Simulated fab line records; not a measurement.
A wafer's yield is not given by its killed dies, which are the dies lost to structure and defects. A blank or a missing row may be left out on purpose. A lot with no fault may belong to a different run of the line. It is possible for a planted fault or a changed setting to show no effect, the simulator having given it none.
Split-lot study | flow berkeley-cmos170 | route with 331 steps; 5 lots, 27 wafers read

== THE SPLIT ==
At UCB170_M2_SPUTTER_01 (material Al, target thk 900 nm, time 120 s), the setting time-s was moved away from the recipe's 120 s on 9 of the 27 wafers read, by -58.6% to -33.7%. This setting was run at the recipe's value on the other wafers.

== FROM THE SPLIT TO THE READING: what the file shows between them, 5 steps ==
- UCB170_M2_RS_MEAS_02: measures by four-point-probe
- UCB170_M2_THK_MEAS_03: measures by xrf
- UCB170_M2_HMDS_04: prime time 60 s
- UCB170_M2_COAT_05: resist thk 900 nm
- UCB170_M2_ETCH_17: etches BARC in N2/H2

== THE READING ==
oes-product-au, in a.u., at UCB170_M2_METAL_ETCH_18 (etches Al in Cl2/BCl3, stops on SiO2, target depth 1170 nm, time 195 s). Typical for fault-free wafers on this fab line: 0.853 a.u., with standard deviation 0.013 a.u.

wafer  | tool, chamber at the split | time-s as run, s | against the recipe | oes-product-au, a.u. | against lot-mates on the recipe
L075.1 | pvd-sputter-02, -          | 120              | recipe             | 0.852                | -
L075.4 | pvd-sputter-02, -          | 120              | recipe             | 0.855                | -
L075.6 | pvd-sputter-02, -          | 120              | recipe             | 0.851                | -
L076.1 | pvd-sputter-02, -          | 120              | recipe             | 0.851                | -
L076.2 | pvd-sputter-02, -          | 49.7             | -58.6%             | 0.553                | -0.293
L076.3 | pvd-sputter-02, -          | 120              | recipe             | 0.831                | -
L076.4 | pvd-sputter-02, -          | 120              | recipe             | 0.856                | -
L076.5 | pvd-sputter-02, -          | 49.7             | -58.6%             | 0.558                | -0.288
L076.6 | pvd-sputter-02, -          | 49.7             | -58.6%             | 0.572                | -0.274
L077.1 | pvd-sputter-03, -          | 79.55            | -33.7%             | 0.695                | -0.169
L077.2 | pvd-sputter-03, -          | 120              | recipe             | 0.867                | -
L077.3 | pvd-sputter-03, -          | 79.55            | -33.7%             | 0.704                | -0.160
L077.4 | pvd-sputter-03, -          | 79.55            | -33.7%             | 0.702                | -0.162
L077.5 | pvd-sputter-03, -          | 120              | recipe             | 0.864                | -
L077.6 | pvd-sputter-03, -          | 120              | recipe             | 0.861                | -
L078.1 | pvd-sputter-03, -          | 120              | recipe             | 0.853                | -
L078.2 | pvd-sputter-03, -          | 58.88            | -50.9%             | 0.616                | -0.247
L078.3 | pvd-sputter-03, -          | 120              | recipe             | 0.871                | -
L078.4 | pvd-sputter-03, -          | 120              | recipe             | 0.864                | -
L078.5 | pvd-sputter-03, -          | 58.88            | -50.9%             | 0.624                | -0.239
L078.6 | pvd-sputter-03, -          | 58.88            | -50.9%             | 0.612                | -0.251
L080.1 | pvd-sputter-04, -          | 120              | recipe             | 0.832                | -
L080.2 | pvd-sputter-04, -          | 120              | recipe             | 0.855                | -
L080.3 | pvd-sputter-04, -          | 120              | recipe             | 0.828                | -
L080.4 | pvd-sputter-04, -          | 120              | recipe             | 0.858                | -
L080.5 | pvd-sputter-04, -          | 120              | recipe             | 0.841                | -
L080.6 | pvd-sputter-04, -          | 120              | recipe             | 0.848                | -

FIT RESULTS
A straight line over all 27 wafers: oes-product-au changes by +0.00478 a.u. for each +1% of time-s; r = +0.99; the points scatter about the line by 0.012 a.u.
The same after taking each lot's own level away (the mean of its wafers on the recipe; 27 wafers): +0.00485 a.u. for each +1%; r = +1.00; scatter 0.008 a.u.
Per that fit: largest time-s move, reading shift of 0.28 a.u.
The lots' own levels span 0.8437 to 0.8640 a.u., that is 1.6 times the standard deviation above.
Consequently the slope shifts little with the lot-to-lot level, the two slopes agreeing.
Check: for one of the wafers moved furthest among these (-58.6%), held out of the fit, the line's prediction against its lot-mates is -0.282 a.u. It came out at -0.293 a.u. against them.

== ADDITIONAL SPLITS CARRIED BY THESE WAFERS ==
Note: prior to the reading, these wafers also went through further splits. Each is held against what the fit with the lots' levels taken away leaves over:
other split on the same wafers      | wafers away from the commonest value | r with oes-product-au (lot level and that fit taken away)
UCB170_START_OXIDATION_02 ox-time-s | 18                                   | -0.03
UCB170_SPACER_ETCHBACK_03 time-s    | 9                                    | +0.04
UCB170_M1_SPUTTER_00 time-s         | 9                                    | -0.10

== THE WHOLE CHAIN: every reading that the file lists as answering this split, in the file's order ==
step                    | what it does                                                           | reading                                                                     | change (the file's fit)                   | r (the file's)
UCB170_M2_SPUTTER_01    | material Al, target thk 900 nm, time 120 s                             | Al_of_M2_SPUTTER_01.thk-nm (the simulator's own value, which no gauge read) | +9.03 nm for each +1% of the setting      | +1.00
UCB170_M2_RS_MEAS_02    | measures by four-point-probe                                           | M2_AL_RS                                                                    | -0.000729 for each +1% of the setting     | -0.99
UCB170_M2_THK_MEAS_03   | measures by xrf                                                        | M2_AL_THK                                                                   | +9.06 for each +1% of the setting         | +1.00
UCB170_M2_METAL_ETCH_18 | etches Al in Cl2/BCl3, stops on SiO2, target depth 1170 nm, time 195 s | oes-product-au                                                              | +0.00484 a.u. for each +1% of the setting | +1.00

== THE FILE'S OWN FIT ==
oes-product-au changes by +0.00484 a.u. for each +1% of time-s, r = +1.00.
